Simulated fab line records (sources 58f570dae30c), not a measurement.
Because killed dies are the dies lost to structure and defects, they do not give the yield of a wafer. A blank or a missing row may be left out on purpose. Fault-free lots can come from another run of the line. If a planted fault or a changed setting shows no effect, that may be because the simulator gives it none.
A single fault, viewed from 2 desks    flow berkeley cmos170    numbers are kept per desk, each desk with only its own; the story behind them comes last

## DESK OF THE TOOL OWNER: krf scanner-01
The tool's own readings at UCB170_PLDD_EXPOSE_03 (exposes mask PSELECT, target cd 1200 nm): means of the sampled wafers that have a number, for each lot that ran on this tool. The brackets show how far a lot's mean lies from the usual mean; more than 4 standard deviations puts the lot out of limits, marked OUT.
Columns: A = exposure dose mJ cm2 at UCB170_PLDD_EXPOSE_03, usual 30.00; B = focus offset nm at UCB170_PLDD_EXPOSE_03, usual -0.1 nm
lot   first seen here  A      B
L172  day 6 23:50      30.01  0.0
L176  day 7 07:08      30.02  0.8
L181  day 8 12:56      29.97  0.1
L186  day 9 14:25      30.03  -0.2
L188  day 10 01:41     29.97  0.1
L190  day 10 02:23     30.00  -0.2
L191  day 10 15:52     29.99  0.0
This desk's verdict: no lot among the 7 shows anything out of limits.

## METROLOGY DESK
Means of the sampled wafers that have a number, per lot and without regard to the tool the lot ran on: this is what the gauges read. The brackets show how far a lot's mean lies from the usual mean; more than 4 standard deviations puts the lot out of limits, marked OUT.
Columns: A = GATE_OXIDE_THK at UCB170_GATE_THK_MEAS_02, usual 6.61 nm
lot   first seen here  A
L171  day 6 04:26      6.56
L173  day 6 13:10      6.68
L172  day 6 13:11      6.54
L174  day 6 13:11      6.88
L176  day 6 22:26      6.64
L181  day 8 04:00      6.66
L184  day 8 10:13      6.57
L185  day 9 02:01      6.75
L186  day 9 02:01      6.46
L190  day 9 13:20      6.69
L188  day 9 13:22      6.72
L189  day 9 13:22      6.51
L191  day 10 07:04     6.60
L194  day 10 20:30     6.56
This desk's verdict: no lot among the 14 shows anything out of limits.

## PUT TOGETHER
The tool owner's desk saw nothing out of limits.
From the metrology desk's view, nothing was out of limits.

## WHAT THE SIMULATOR PUT IN
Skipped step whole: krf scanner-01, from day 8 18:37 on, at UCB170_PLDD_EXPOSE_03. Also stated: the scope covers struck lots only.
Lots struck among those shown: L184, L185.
